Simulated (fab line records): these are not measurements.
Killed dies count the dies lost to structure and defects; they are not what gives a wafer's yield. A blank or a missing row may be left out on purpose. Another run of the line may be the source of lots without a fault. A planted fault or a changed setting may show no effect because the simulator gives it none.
fab line records    flow rit-cmos
[record] lots = 5  wafers = 23
route steps=202 shown GATE@84 REOX@98 NLDD@104 SPACER@128 NSD@139 SDANNEAL@153 SILICIDE@162 M1@202
start-h: hours from the record's opening day to when the first of the lot's shown wafers began    wait-h: time in hours since the lot's previous step    " unchanged from the row above    L1.1+2: a single row standing in for several wafers    - either no value or no given start    * or withheld: withheld    < > ~ a bound
route shown NAME@n: a module of which the file shows steps, and the number in the route of the first    usual: the fault-free wafers' mean and standard deviation    same: alike in all rows    chamber/n: place in a boat    sites: each site's reading    _std_site: the standard deviation of these    _edge_site: mean of outer sites minus mean of inner sites    radius-mm: how far each site lies from the wafer's centre    mask NAME#n: copy n    behind: tool/chamber where the wafer was last shaped    hold: cause of the lot's hold/its duration in hours/its outcome    device: the transistor (n, p or np) that didn't switch    end of line: tests of these same wafers at the route's end    a step without rows: its recipe alone    killed: not the wafer's yield, but the dies lost to structure and defects at the first sort    map: dies across one wafer; x = killed, . = not, _ = none there
set.NAME: the setting that was run; set.NAME@STEP: the one run at that earlier step    model.NAME: the simulator's own value behind a step, which no gauge read
one table per step and one row per wafer, for lots whose settings were changed on purpose
[[steps]]
[step RIT_GATE_CVD_08]
[recipe] material = poly-Si  target-thk-nm = 250  temp-c = 610  precursor = SiH4  time-s = 2220  pressure-mtorr = 300  sih4-flow-sccm = 100
lot.wafer  tool      chamber  start-h  wait-h  set.pressure-mtorr  model.poly-Si_of_GATE_CVD_08.thk-nm
L078.1     -         -        -        0.1     265.2               234.6
L078.2     "         -        "        "       265.2               235.5
L078.3     "         -        "        "       265.2               233.3
L078.4     "         -        "        "       265.2               234.5
L078.6     "         -        "        "       265.2               234
L080.1     -         -        -        0.1     319                 260.4
L080.2     "         -        "        "       319                 260.2
L080.3     "         -        "        "       319                 262.6
L080.4     "         -        "        "       319                 260.8
L080.5     "         -        "        "       319                 258.4
L081.1     -         -        -        0.1     271.2               235.8
L081.2     "         -        "        "       271.2               234.9
L081.4     "         -        "        "       271.2               233.8
L081.5     "         -        "        "       271.2               234.6
L081.6     "         -        "        "       271.2               237.3
L082.1     -         -        -        0.1     322.3               256.1
L082.2     "         -        "        "       322.3               257.4
L082.3     "         -        "        "       322.3               257.2
L082.4     "         -        "        "       322.3               257.6
L082.5     "         -        "        "       322.3               256.7
L085.3     lpcvd-02  1        90.01    0.0     300                 249.5
L085.5     "         1        "        "       300                 247.5
L085.6     "         1        "        "       300                 249.1
[step RIT_GATE_THK_MEAS_09]
[recipe] reads = poly-Si_of_GATE_CVD_08
[usual] GATE_POLY_THK = 250.4/2
lot.wafer  tool           chamber  start-h  wait-h  set.pressure-mtorr@GATE_CVD_08  GATE_POLY_THK[nm]
L078.1     film-metro-02  -        -        -       265.2                           234.6
L078.2     "              -        "        "       265.2                           235.4
L078.3     "              -        "        "       265.2                           233.3
L078.4     "              -        "        "       265.2                           234.6
L078.6     "              -        "        "       265.2                           234.0
L080.1     film-metro-04  -        -        -       319                             260.4
L080.2     "              -        "        "       319                             260.2
L080.3     "              -        "        "       319                             262.5
L080.4     "              -        "        "       319                             260.9
L080.5     "              -        "        "       319                             258.5
L081.1     film-metro-03  -        -        -       271.2                           235.8
L081.2     "              -        "        "       271.2                           234.9
L081.4     "              -        "        "       271.2                           233.8
L081.5     "              -        "        "       271.2                           234.5
L081.6     "              -        "        "       271.2                           237.5
L082.1     film-metro-04  -        -        -       322.3                           256.0
L082.2     "              -        "        "       322.3                           257.4
L082.3     "              -        "        "       322.3                           257.2
L082.4     "              -        "        "       322.3                           257.7
L082.5     "              -        "        "       322.3                           256.7
L085.3     film-metro-04  -        91.65    0.0     300                             249.4
L085.5     "              -        "        "       300                             247.6
L085.6     "              -        "        "       300                             249.2
[step RIT_GATE_EXPOSE_13]
[recipe] mask-id = M6  na = 0.6  source-shape = conventional  sigma-outer = 0.6  target-cd-nm = 150  dose-mj = 380
lot.wafer   tool              chamber  start-h  wait-h  mask  set.dose-mj
L078.1+2+6  iline-stepper-01  0        56.68    0.2     M6#0  364.8
L078.3+4    "                 0        "        "       M6#0  380
L080.1+3+5  iline-stepper-02  0        67.52    0.2     M6#0  380
L080.2+4    "                 0        "        "       M6#0  407.6
L081.1+6    iline-stepper-01  0        73.17    0.2     M6#0  402
L081.2+4+5  "                 0        "        "       M6#0  380
L082.1+3+5  iline-stepper-02  0        77.46    0.2     M6#0  397.6
L082.2+4    "                 0        "        "       M6#0  380
L085.3+5+6  iline-stepper-02  0        92.45    0.2     M6#0  380
[step RIT_GATE_PEB_14]
[recipe] resist = NOVOLAK  temp-c = withheld  time-s = withheld
[step RIT_GATE_DEVELOP_15]
[recipe] resist = NOVOLAK  develop-time-s = 50  dev-temp-c = 23
[step RIT_GATE_CD_MEAS_16]
[recipe] target-cd-nm = 150
[usual] cd-nm = 150.0/2.9
lot.wafer  tool       chamber  start-h  wait-h  set.dose-mj@GATE_EXPOSE_13  cd-nm
L078.1     cd-sem-01  -        57.08    -       364.8                       176.7
L078.2     "          -        "        "       364.8                       175.9
L078.3     "          -        "        "       380                         154.3
L078.4     "          -        "        "       380                         157.5
L078.6     "          -        "        "       364.8                       175.8
L080.1     cd-sem-01  -        67.92    -       380                         151.9
L080.2     "          -        "        "       407.6                       114.0
L080.3     "          -        "        "       380                         150.1
L080.4     "          -        "        "       407.6                       117.6
L080.5     "          -        "        "       380                         150.7
L081.1     cd-sem-01  -        73.57    -       402                         124.0
L081.2     "          -        "        "       380                         151.6
L081.4     "          -        "        "       380                         153.5
L081.5     "          -        "        "       380                         153.2
L081.6     "          -        "        "       402                         122.6
L082.1     cd-sem-01  -        77.89    -       397.6                       125.7
L082.2     "          -        "        "       380                         147.5
L082.3     "          -        "        "       397.6                       126.0
L082.4     "          -        "        "       380                         145.5
L082.5     "          -        "        "       397.6                       126.7
L085.3     cd-sem-01  -        92.85    -       380                         151.0
L085.5     "          -        "        "       380                         151.8
L085.6     "          -        "        "       380                         151.5
[step RIT_GATE_HARDBAKE_18]
[recipe] resist = NOVOLAK  temp-c = 140  time-s = 60
[step RIT_GATE_ETCH_19]
[recipe] chemistry = SF6/CHF3/O2  time-s = 165  SF6_flow_sccm = 30  CHF3_flow_sccm = 30  O2_flow_sccm = 5  target = poly-Si  pressure-mtorr = 40  rf-w = 160  target-depth-a = 3125  over-etch-frac = 0.25  stop-on = SiO2
lot.wafer  tool       chamber  start-h  wait-h  set.pressure-mtorr@GATE_CVD_08  set.dose-mj@GATE_EXPOSE_13  model.GATE.cd-nm  model.GATE.feature-depth-nm  model.etch.depth-nm
L078.1     rie-si-02  3        57.39    0.1     265.2                           364.8                       176.5             234.6                        -
L078.2     "          0        "        "       265.2                           364.8                       176.1             235.5                        -
L078.3     "          1        "        "       265.2                           380                         154               233.3                        233.3
L078.4     "          2        "        "       265.2                           380                         157.2             234.5                        234.5
L078.6     "          1        "        "       265.2                           364.8                       175.7             234                          234
L080.1     rie-si-02  0        68.23    0.1     319                             380                         152.2             260.4                        260.4
L080.2     "          3        "        "       319                             407.6                       114.5             260.2                        -
L080.3     "          2        "        "       319                             380                         150.1             262.6                        262.6
L080.4     "          1        "        "       319                             407.6                       117.7             260.8                        -
L080.5     "          1        "        "       319                             380                         150.3             258.4                        258.4
L081.1     rie-si-01  0        73.88    0.1     271.2                           402                         123.8             235.8                        -
L081.2     "          1        "        "       271.2                           380                         151.6             234.9                        234.9
L081.4     "          2        "        "       271.2                           380                         153.3             233.8                        -
L081.5     "          2        "        "       271.2                           380                         152.9             234.6                        234.6
L081.6     "          1        "        "       271.2                           402                         122.5             237.3                        -
L082.1     rie-si-02  3        78.20    0.1     322.3                           397.6                       125.9             256.1                        256.1
L082.2     "          2        "        "       322.3                           380                         147.6             257.4                        -
L082.3     "          0        "        "       322.3                           397.6                       126               257.2                        -
L082.4     "          1        "        "       322.3                           380                         145.2             257.6                        -
L082.5     "          0        "        "       322.3                           397.6                       126.9             256.7                        256.7
L085.3     rie-si-01  3        93.12    0.1     300                             380                         150.8             249.5                        249.5
L085.5     "          2        "        "       300                             380                         151.8             247.5                        247.5
L085.6     "          1        "        "       300                             380                         151.7             249.1                        249.1
[step RIT_GATE_STRIP_20]
[recipe] chemistry = O2  time-s = 180  resist = NOVOLAK  platen-temp-c = withheld  power-w = 500  pressure-mtorr = 4000  o2-flow-sccm = 4000
[step RIT_GATE_CD_MEAS_90]
[recipe] target-cd-nm = 150
[usual] cd-nm = 149.9/2.8
lot.wafer  tool       chamber  start-h  wait-h  set.dose-mj@GATE_EXPOSE_13  cd-nm
L078.1     cd-sem-02  -        57.67    0.1     364.8                       176.2
L078.2     "          -        "        "       364.8                       176.0
L078.3     "          -        "        "       380                         153.9
L078.4     "          -        "        "       380                         156.9
L078.6     "          -        "        "       364.8                       175.5
L080.1     cd-sem-01  -        68.51    0.1     380                         152.5
L080.2     "          -        "        "       407.6                       114.4
L080.3     "          -        "        "       380                         150.4
L080.4     "          -        "        "       407.6                       117.9
L080.5     "          -        "        "       380                         150.0
L081.1     cd-sem-02  -        74.16    0.1     402                         123.9
L081.2     "          -        "        "       380                         151.5
L081.4     "          -        "        "       380                         153.0
L081.5     "          -        "        "       380                         152.8
L081.6     "          -        "        "       402                         122.8
L082.1     cd-sem-02  -        78.48    0.1     397.6                       125.9
L082.2     "          -        "        "       380                         147.8
L082.3     "          -        "        "       397.6                       125.9
L082.4     "          -        "        "       380                         145.3
L082.5     "          -        "        "       397.6                       127.1
L085.3     cd-sem-02  -        93.44    0.1     380                         150.7
L085.5     "          -        "        "       380                         151.9
L085.6     "          -        "        "       380                         151.6
[step RIT_REOX_CLEAN_00]
[recipe] chemistry = SC1  mix = 3:3:50  time-s = 600  temp-c = 75
lot.wafer  tool          chamber  start-h  wait-h  set.time-s  set.pressure-mtorr@GATE_CVD_08  model.poly-Si_of_GATE_CVD_08.thk-nm
L078.1     -             -        -        0.1     537.7       265.2                           230.6
L078.2     "             -        "        "       537.7       265.2                           231.5
L078.3     "             -        "        "       537.7       265.2                           229.3
L078.4     "             -        "        "       537.7       265.2                           230.5
L078.6     "             -        "        "       537.7       265.2                           230
L080.1     -             -        -        0.1     600         319                             256
L080.2     "             -        "        "       600         319                             255.8
L080.3     "             -        "        "       600         319                             258.2
L080.4     "             -        "        "       600         319                             256.4
L080.5     "             -        "        "       600         319                             254.1
L081.1     -             -        -        0.1     554.1       271.2                           231.7
L081.2     "             -        "        "       554.1       271.2                           230.8
L081.4     "             -        "        "       554.1       271.2                           229.7
L081.5     "             -        "        "       554.1       271.2                           230.5
L081.6     "             -        "        "       554.1       271.2                           233.2
L082.1     -             -        -        0.1     538.1       322.3                           252.1
L082.2     "             -        "        "       538.1       322.3                           253.4
L082.3     "             -        "        "       538.1       322.3                           253.3
L082.4     "             -        "        "       538.1       322.3                           253.7
L082.5     "             -        "        "       538.1       322.3                           252.7
L085.3     wet-bench-03  3        93.52    0.1     600         300                             245.2
L085.5     "             3        "        "       600         300                             243.1
L085.6     "             3        "        "       600         300                             244.8
[step RIT_NLDD_COAT_01]
[recipe] resist = NOVOLAK  spin-rpm = 3250  resist-thk-nm = 1000
lot.wafer  tool            chamber  start-h  wait-h  set.resist-thk-nm  model.NOVOLAK_of_NLDD_COAT_01.thk-nm
L078.1     litho-track-03  0        60.95    0.1     1000               1003
L078.2+6   "               0        "        "       1000               1005
L078.3     "               0        "        "       1000               1002
L078.4     "               0        "        "       1000               1004
L080.1     litho-track-03  0        73.39    0.1     1000               1000
L080.2+3   "               0        "        "       1000               1001
L080.4+5   "               0        "        "       1000               1002
L081.1+5   litho-track-03  0        77.44    0.1     1034               1032
L081.2     "               0        "        "       1034               1034
L081.4     "               0        "        "       1000               997.9
L081.6     "               0        "        "       1000               1000
L082.1     litho-track-01  0        81.92    0.1     962.7              963
L082.2     "               0        "        "       1000               998
L082.3     "               0        "        "       962.7              960.6
L082.4     "               0        "        "       962.7              964.2
L082.5     "               0        "        "       1000               998.3
L085.3     litho-track-04  0        96.93    0.1     1000               996.1
L085.5     "               0        "        "       1000               1001
L085.6     "               0        "        "       1000               998.3
[step RIT_NLDD_SOFTBAKE_02]
[recipe] resist = NOVOLAK  temp-c = 90  time-s = 60
[step RIT_NLDD_EXPOSE_03]
[recipe] mask-id = M7  na = 0.57  target-cd-nm = 40700  dose-mj = 250
[step RIT_NLDD_DEVELOP_05]
[recipe] resist = NOVOLAK  develop-time-s = 50  dev-temp-c = 23
[step RIT_NLDD_HARDBAKE_07]
[recipe] resist = NOVOLAK  temp-c = 140  time-s = 60
lot.wafer  tool            chamber  start-h  wait-h  set.resist-thk-nm@NLDD_COAT_01  model.NOVOLAK_of_NLDD_COAT_01.thk-nm
L078.1     litho-track-04  0        61.69    0.0     1000                            886.4
L078.2+6   "               0        "        "       1000                            888.4
L078.3     "               0        "        "       1000                            885.3
L078.4     "               0        "        "       1000                            887.5
L080.1     litho-track-01  0        74.12    0.0     1000                            883.8
L080.2     "               0        "        "       1000                            884.6
L080.3     "               0        "        "       1000                            885
L080.4     "               0        "        "       1000                            885.2
L080.5     "               0        "        "       1000                            885.7
L081.1     litho-track-04  0        78.30    0.0     1034                            912.2
L081.2     "               0        "        "       1034                            913.7
L081.4     "               0        "        "       1000                            882
L081.5     "               0        "        "       1034                            911.5
L081.6     "               0        "        "       1000                            883.9
L082.1     litho-track-04  0        82.67    0.0     962.7                           851.3
L082.2     "               0        "        "       1000                            882.1
L082.3     "               0        "        "       962.7                           849.2
L082.4     "               0        "        "       962.7                           852.5
L082.5     "               0        "        "       1000                            882.3
L085.3     litho-track-03  0        97.79    0.1     1000                            880.3
L085.5     "               0        "        "       1000                            884.3
L085.6     "               0        "        "       1000                            882.3
[step RIT_SPACER_CVD_03]
[recipe] material = Si3N4  target-thk-nm = 250  temp-c = 810  precursor = SiH2Cl2/NH3  time-s = 3300  pressure-mtorr = 300  sih2cl2-flow-sccm = 60  nh3-flow-sccm = 150
lot.wafer  tool      chamber  start-h  wait-h  set.sih2cl2-flow-sccm  model.Si3N4_of_SPACER_CVD_03.thk-nm
L078.1     -         -        -        0.5     64.35                  260.2
L078.2     "         -        "        "       64.35                  261.2
L078.3     "         -        "        "       64.35                  259.2
L078.4     "         -        "        "       64.35                  258.3
L078.6     "         -        "        "       64.35                  260
L080.1     -         -        -        0.0     62.92                  256.5
L080.2     "         -        "        "       62.92                  256.8
L080.3     "         -        "        "       62.92                  255.2
L080.4     "         -        "        "       62.92                  255.3
L080.5     "         -        "        "       62.92                  254.6
L081.1     -         -        -        0.0     55.72                  248.7
L081.2     "         -        "        "       55.72                  246.3
L081.4     "         -        "        "       55.72                  247.2
L081.5     "         -        "        "       55.72                  247.5
L081.6     "         -        "        "       55.72                  248.1
L082.1     -         -        -        0.0     64.9                   258.3
L082.2     "         -        "        "       64.9                   257.8
L082.3     "         -        "        "       64.9                   256.7
L082.4     "         -        "        "       64.9                   256.2
L082.5     "         -        "        "       64.9                   257.2
L085.3     lpcvd-02  1        100.06   0.0     60                     251.1
L085.5     "         1        "        "       60                     251.4
L085.6     "         1        "        "       60                     251.6
[step RIT_SPACER_ETCHBACK_05]
[recipe] target-depth-a = 2500  SF6_flow_sccm = 30  CHF3_flow_sccm = 30  target = Si3N4  chemistry = SF6/CHF3  pressure-mtorr = 40  rf-w = 250  time-s = 240  stop-on = SiO2
lot.wafer   tool         chamber  start-h  wait-h  set.sih2cl2-flow-sccm@SPACER_CVD_03  model.etch.depth-nm
L078.1+2    rie-diel-01  0,3      66.53    0.1     64.35                                -
L078.3      "            1        "        "       64.35                                259.2
L078.4      "            2        "        "       64.35                                258.3
L078.6      "            0        "        "       64.35                                260
L080.1      rie-diel-04  0        78.55    0.1     62.92                                256.5
L080.2+4    "            2,1      "        "       62.92                                -
L080.3      "            3        "        "       62.92                                255.2
L080.5      "            1        "        "       62.92                                254.6
L081.1+4+6  rie-diel-02  0,2,0    83.78    0.1     55.72                                -
L081.2      "            3        "        "       55.72                                246.3
L081.5      "            3        "        "       55.72                                247.5
L082.1      rie-diel-01  2        86.97    0.1     64.9                                 258.3
L082.2+3+4  "            3,1,3    "        "       64.9                                 -
L082.5      "            1        "        "       64.9                                 257.2
L085.3      rie-diel-04  0        102.04   0.0     60                                   251.1
L085.5      "            2        "        "       60                                   251.4
L085.6      "            3        "        "       60                                   251.6
[step RIT_NSD_IMPLANT_08]
[recipe] species = P  energy-kev = 25  dose-cm2 = 1e+15  tilt-deg = 7
lot.wafer   tool          chamber  start-h  wait-h  set.energy-kev
L078.1+6    implanter-03  0        67.72    0.1     26.22
L078.2+3+4  "             0        "        "       25
L080.1+3    implanter-02  0        79.73    0.1     25
L080.2+4+5  "             0        "        "       25.89
L081.1+5+6  implanter-01  0        84.97    0.1     25
L081.2+4    "             0        "        "       25.8
L082.1+3    implanter-03  0        88.16    0.1     25
L082.2+4+5  "             0        "        "       23.99
L085.3+5+6  implanter-02  0        103.28   0.1     25
[step RIT_NSD_STRIP_09]
[recipe] chemistry = O2  time-s = 180  resist = NOVOLAK  platen-temp-c = withheld  power-w = 500  pressure-mtorr = 4000  o2-flow-sccm = 4000
[step RIT_NSD_TW_MEAS_10]
[usual] NSD_TW = 3124/17
lot.wafer  tool           chamber  start-h  wait-h  set.energy-kev@NSD_IMPLANT_08  NSD_TW
L078.1     film-metro-02  -        68.04    0.1     26.22                          3180
L078.2     "              -        "        "       25                             3145
L078.3     "              -        "        "       25                             3161
L078.4     "              -        "        "       25                             3131
L078.6     "              -        "        "       26.22                          3185
L080.1     film-metro-04  -        80.12    0.2     25                             3119
L080.2     "              -        "        "       25.89                          3151
L080.3     "              -        "        "       25                             3128
L080.4     "              -        "        "       25.89                          3155
L080.5     "              -        "        "       25.89                          3150
L081.1     film-metro-02  -        85.29    0.1     25                             3117
L081.2     "              -        "        "       25.8                           3134
L081.4     "              -        "        "       25.8                           3150
L081.5     "              -        "        "       25                             3123
L081.6     "              -        "        "       25                             3121
L082.1     film-metro-04  -        88.48    0.1     25                             3130
L082.2     "              -        "        "       23.99                          3090
L082.3     "              -        "        "       25                             3109
L082.4     "              -        "        "       23.99                          3083
L082.5     "              -        "        "       23.99                          3100
L085.3     film-metro-02  -        103.57   0.1     25                             3147
L085.5     "              -        "        "       25                             3126
L085.6     "              -        "        "       25                             3153
[step RIT_SDANNEAL_CLEAN_00]
[recipe] chemistry = SC1  mix = 3:3:50  time-s = 600  temp-c = 75
lot.wafer  tool          chamber  start-h  wait-h  set.time-s  model.poly-Si_of_GATE_CVD_08.thk-nm
L078.1     -             -        -        0.1     562.2       150.8
L078.2     "             -        "        "       562.2       148.6
L078.3     "             -        "        "       562.2       146.7
L078.4     "             -        "        "       562.2       150.2
L078.6     "             -        "        "       562.2       150.4
L080.1     -             -        -        0.1     648.8       172.5
L080.2+4   "             -        "        "       648.8       172.8
L080.3     "             -        "        "       648.8       174.6
L080.5     "             -        "        "       648.8       170.2
L081.1     -             -        -        0.1     540.2       149.9
L081.2     "             -        "        "       540.2       148.4
L081.4     "             -        "        "       540.2       149.3
L081.5     "             -        "        "       540.2       148.3
L081.6     "             -        "        "       540.2       150.8
L082.1     -             -        -        0.1     600         171.4
L082.2     "             -        "        "       600         170.3
L082.3     "             -        "        "       600         170.6
L082.4     "             -        "        "       600         170.1
L082.5     "             -        "        "       600         169.4
L085.3     wet-bench-01  3        105.18   0.0     600         162.3
L085.5     "             3        "        "       600         160.8
L085.6     "             3        "        "       600         162
[step RIT_SILICIDE_SPUTTER_01]
[recipe] material = Ti  target-thk-nm = 30  power-w = 350  chamber-pressure-pa = 0.667  gas = Ar  time-s = 240  substrate-temp-c = 25
lot.wafer  tool            chamber  start-h  wait-h  set.time-s  model.Ti_of_SILICIDE_SPUTTER_01.thk-nm
L078.1     pvd-sputter-04  -        70.56    0.0     225.6       28.15
L078.2     "               -        "        "       240         30.34
L078.3     "               -        "        "       240         30.46
L078.4     "               -        "        "       225.6       28.59
L078.6     "               -        "        "       225.6       28.42
L080.1     pvd-sputter-04  -        82.82    0.0     257.3       32.15
L080.2     "               -        "        "       240         30.38
L080.3     "               -        "        "       240         30.1
L080.4     "               -        "        "       257.3       32.41
L080.5     "               -        "        "       257.3       32.32
L081.1     pvd-sputter-01  -        87.86    0.0     240         29.21
L081.2     "               -        "        "       226.9       27.21
L081.4     "               -        "        "       226.9       27.58
L081.5     "               -        "        "       240         29.55
L081.6     "               -        "        "       226.9       27.56
L082.1     pvd-sputter-03  -        91.01    0.0     240         30.33
L082.2     "               -        "        "       240         29.93
L082.3     "               -        "        "       259         32.43
L082.4     "               -        "        "       259         32.13
L082.5     "               -        "        "       240         29.9
L085.3     pvd-sputter-01  -        106.10   0.0     240         29.92
L085.5     "               -        "        "       240         29.49
L085.6     "               -        "        "       240         29.5
[step RIT_SILICIDE_RS_MEAS_02]
[recipe] thk-meas-gauge = four-point-probe  reads = Ti_of_SILICIDE_SPUTTER_01
[usual] SILICIDE_TI_RS = 48.0/0.79
lot.wafer  tool           chamber  start-h  wait-h  set.time-s@SILICIDE_SPUTTER_01  SILICIDE_TI_RS[ohm/sq]
L078.1     film-metro-03  -        70.71    0.1     225.6                           51.7
L078.2     "              -        "        "       240                             47.0
L078.3     "              -        "        "       240                             46.8
L078.4     "              -        "        "       225.6                           50.7
L078.6     "              -        "        "       225.6                           51.1
L080.1     film-metro-03  -        82.97    0.1     257.3                           43.8
L080.2     "              -        "        "       240                             47.1
L080.3     "              -        "        "       240                             47.5
L080.4     "              -        "        "       257.3                           43.4
L080.5     "              -        "        "       257.3                           43.5
L081.1     film-metro-03  -        88.01    0.1     240                             49.4
L081.2     "              -        "        "       226.9                           53.9
L081.4     "              -        "        "       226.9                           53.0
L081.5     "              -        "        "       240                             48.7
L081.6     "              -        "        "       226.9                           53.1
L082.1     film-metro-04  -        91.16    0.1     240                             47.3
L082.2     "              -        "        "       240                             48.2
L082.3     "              -        "        "       259                             43.5
L082.4     "              -        "        "       259                             43.9
L082.5     "              -        "        "       240                             48.1
L085.3     film-metro-02  -        106.29   0.1     240                             48.0
L085.5     "              -        "        "       240                             49.0
L085.6     "              -        "        "       240                             49.0
[step RIT_SILICIDE_THK_MEAS_03]
[recipe] thk-meas-gauge = xrf  reads = Ti_of_SILICIDE_SPUTTER_01
[usual] SILICIDE_TI_THK = 29.6/0.48
lot.wafer  tool           chamber  start-h  wait-h  set.time-s@SILICIDE_SPUTTER_01  SILICIDE_TI_THK[nm]
L078.1     film-metro-03  -        70.83    0.1     225.6                           27.9
L078.2     "              -        "        "       240                             30.0
L078.3     "              -        "        "       240                             30.1
L078.4     "              -        "        "       225.6                           28.4
L078.6     "              -        "        "       225.6                           28.0
L080.1     film-metro-03  -        83.09    0.1     257.3                           31.7
L080.2     "              -        "        "       240                             29.9
L080.3     "              -        "        "       240                             29.6
L080.4     "              -        "        "       257.3                           31.9
L080.5     "              -        "        "       257.3                           31.8
L081.1     film-metro-03  -        88.13    0.1     240                             28.8
L081.2     "              -        "        "       226.9                           26.8
L081.4     "              -        "        "       226.9                           27.1
L081.5     "              -        "        "       240                             29.2
L081.6     "              -        "        "       226.9                           27.3
L082.1     film-metro-04  -        91.28    0.1     240                             30.5
L082.2     "              -        "        "       240                             30.1
L082.3     "              -        "        "       259                             32.5
L082.4     "              -        "        "       259                             32.3
L082.5     "              -        "        "       240                             30.0
L085.3     film-metro-02  -        106.39   0.1     240                             29.5
L085.5     "              -        "        "       240                             28.9
L085.6     "              -        "        "       240                             29.0
[step RIT_M1_PROBE_99]
lot.wafer  tool       chamber  start-h  wait-h  set.dose-mj@GATE_EXPOSE_13  model.etest.nmos_0p15.drive-ua-um  model.etest.nmos_0p15.r-on-ohm-um  model.etest.nmos_0p3.r-on-ohm-um  model.etest.pmos_0p15.r-on-ohm-um  model.etest.pmos_0p3.r-on-ohm-um  model.etest.pmos-turned.r-on-ohm-um
L078.1     prober-02  -        78.67    0.1     364.8                       374.4                              1270                               2228                              3374                               6746                              3933
L078.2     prober-02  -        78.72    0.1     364.8                       377.3                              1335                               2282                              3527                               6903                              4158
L078.3     prober-02  -        78.77    0.2     380                         450.6                              1174                               2162                              2886                               6473                              3434
L078.4     prober-02  -        78.82    0.2     380                         433                                1158                               2186                              2957                               6526                              3542
L078.6     prober-02  -        78.92    0.2     364.8                       390.7                              1252                               2182                              3335                               6601                              3876
L080.1     prober-02  -        89.77    0.1     380                         459.9                              1155                               2181                              2828                               6360                              3586
L080.2     prober-02  -        89.82    0.1     407.6                       668.2                              889                                2040                              2001                               6040                              2795
L080.3     prober-02  -        89.87    0.2     380                         450.9                              1153                               2196                              2757                               6258                              3531
L080.4     prober-02  -        89.92    0.2     407.6                       636.2                              944.8                              2072                              2073                               5912                              2796
L080.5     prober-02  -        89.97    0.2     380                         457                                1155                               2210                              2838                               6436                              3559
L081.1     prober-01  -        95.07    0.1     402                         606                                969.8                              2067                              2171                               5997                              2778
L081.2     prober-01  -        95.12    0.1     380                         468                                1163                               2150                              2839                               6284                              3435
L081.4     prober-01  -        95.22    0.2     380                         462.4                              1120                               2140                              2790                               6290                              3336
L081.5     prober-01  -        95.27    0.2     380                         462.2                              1158                               2154                              2831                               6306                              3375
L081.6     prober-01  -        95.32    0.2     402                         612.5                              976                                2085                              2164                               6065                              2772
L082.1     prober-02  -        98.59    0.1     397.6                       588.3                              925.6                              2101                              2195                               6039                              2866
L082.2     prober-02  -        98.64    0.1     380                         464.8                              1127                               2213                              2768                               6373                              3476
L082.3     prober-02  -        98.69    0.2     397.6                       583                                973.1                              2097                              2251                               6085                              2986
L082.4     prober-02  -        98.74    0.2     380                         472.6                              1139                               2222                              2662                               6251                              3366
L082.5     prober-02  -        98.79    0.2     397.6                       571                                987.5                              2130                              2269                               6076                              2984
L085.3     prober-01  -        113.76   0.2     380                         468.1                              1140                               2181                              2840                               6390                              3497
L085.5     prober-01  -        113.86   0.2     380                         471                                1131                               2154                              2860                               6361                              3533
L085.6     prober-01  -        113.91   0.2     380                         467.2                              1140                               2149                              2867                               6350                              3571
// killed by level:class
L085.3 GATE:geometric-particle:open=3 FOX1:geometric-particle:short=1 GATE:geometric-particle:short=1 REOX:geometric-particle:open=1 SPACER:geometric-particle:short=1
L085.5 SPACER:geometric-particle:open=3 FOX1:geometric-particle:open=1 GATE:geometric-particle:open=1 REOX:geometric-particle:open=1
L085.6 SILICIDE:geometric-particle:short=2 FOX1:geometric-particle:short=1 GATE:geometric-particle:open=1 SPACER:geometric-particle:short=1
[[key]]
[split] step = RIT_GATE_CVD_08  setting = pressure-mtorr  stated = 300  by = lot
[response] step = RIT_GATE_CVD_08  reading = model.poly-Si_of_GATE_CVD_08.thk-nm  change = +1.35  per = 1%  r = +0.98
[response] step = RIT_GATE_THK_MEAS_09  reading = GATE_POLY_THK  change = +1.35  per = 1%  r = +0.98
[response] step = RIT_GATE_ETCH_19  reading = model.GATE.feature-depth-nm  change = +1.35  per = 1%  r = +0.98
[response] step = RIT_GATE_ETCH_19  reading = model.etch.depth-nm  change = +1.38  per = 1%  r = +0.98
[response] step = RIT_REOX_CLEAN_00  reading = model.poly-Si_of_GATE_CVD_08.thk-nm  change = +1.34  per = 1%  r = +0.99
[split] step = RIT_GATE_EXPOSE_13  setting = dose-mj  stated = 380  by = wafer
[response] step = RIT_GATE_CD_MEAS_16  reading = cd-nm  change = -4.85  per = 1%  r = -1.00
[response] step = RIT_GATE_ETCH_19  reading = model.GATE.cd-nm  change = -4.84  per = 1%  r = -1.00
[response] step = RIT_GATE_CD_MEAS_90  reading = cd-nm  change = -4.83  per = 1%  r = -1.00
[response] step = RIT_M1_PROBE_99  reading = model.etest.pmos-turned.r-on-ohm-um  change = -107  per = 1%  r = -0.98
[response] step = RIT_M1_PROBE_99  reading = model.etest.pmos_0p15.r-on-ohm-um  change = -109  per = 1%  r = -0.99
[response] step = RIT_M1_PROBE_99  reading = model.etest.pmos_0p3.r-on-ohm-um  change = -51.6  per = 1%  r = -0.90
[response] step = RIT_M1_PROBE_99  reading = model.etest.nmos_0p15.r-on-ohm-um  change = -32.4  per = 1%  r = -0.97
[response] step = RIT_M1_PROBE_99  reading = model.etest.nmos_0p15.drive-ua-um  change = +24.5  per = 1%  r = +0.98
[split] step = RIT_REOX_CLEAN_00  setting = time-s  stated = 600  by = lot
response none clear
[split] step = RIT_NLDD_COAT_01  setting = resist-thk-nm  stated = 1000  by = wafer
[response] step = RIT_NLDD_COAT_01  reading = model.NOVOLAK_of_NLDD_COAT_01.thk-nm  change = +9.71  per = 1%  r = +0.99
[response] step = RIT_NLDD_HARDBAKE_07  reading = model.NOVOLAK_of_NLDD_COAT_01.thk-nm  change = +8.5  per = 1%  r = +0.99
[split] step = RIT_SPACER_CVD_03  setting = sih2cl2-flow-sccm  stated = 60  by = lot
[response] step = RIT_SPACER_CVD_03  reading = model.Si3N4_of_SPACER_CVD_03.thk-nm  change = +0.737  per = 1%  r = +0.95
[response] step = RIT_SPACER_ETCHBACK_05  reading = model.etch.depth-nm  change = +0.803  per = 1%  r = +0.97
[split] step = RIT_NSD_IMPLANT_08  setting = energy-kev  stated = 25  by = wafer
[response] step = RIT_NSD_TW_MEAS_10  reading = NSD_TW  change = +7.35  per = 1%  r = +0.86
[split] step = RIT_SDANNEAL_CLEAN_00  setting = time-s  stated = 600  by = lot
[response] step = RIT_SDANNEAL_CLEAN_00  reading = model.poly-Si_of_GATE_CVD_08.thk-nm  change = +1.47  per = 1%  r = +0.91
[split] step = RIT_SILICIDE_SPUTTER_01  setting = time-s  stated = 240  by = wafer
[response] step = RIT_SILICIDE_SPUTTER_01  reading = model.Ti_of_SILICIDE_SPUTTER_01.thk-nm  change = +0.305  per = 1%  r = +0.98
[response] step = RIT_SILICIDE_RS_MEAS_02  reading = SILICIDE_TI_RS  change = -0.602  per = 1%  r = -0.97
[response] step = RIT_SILICIDE_THK_MEAS_03  reading = SILICIDE_TI_THK  change = +0.298  per = 1%  r = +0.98
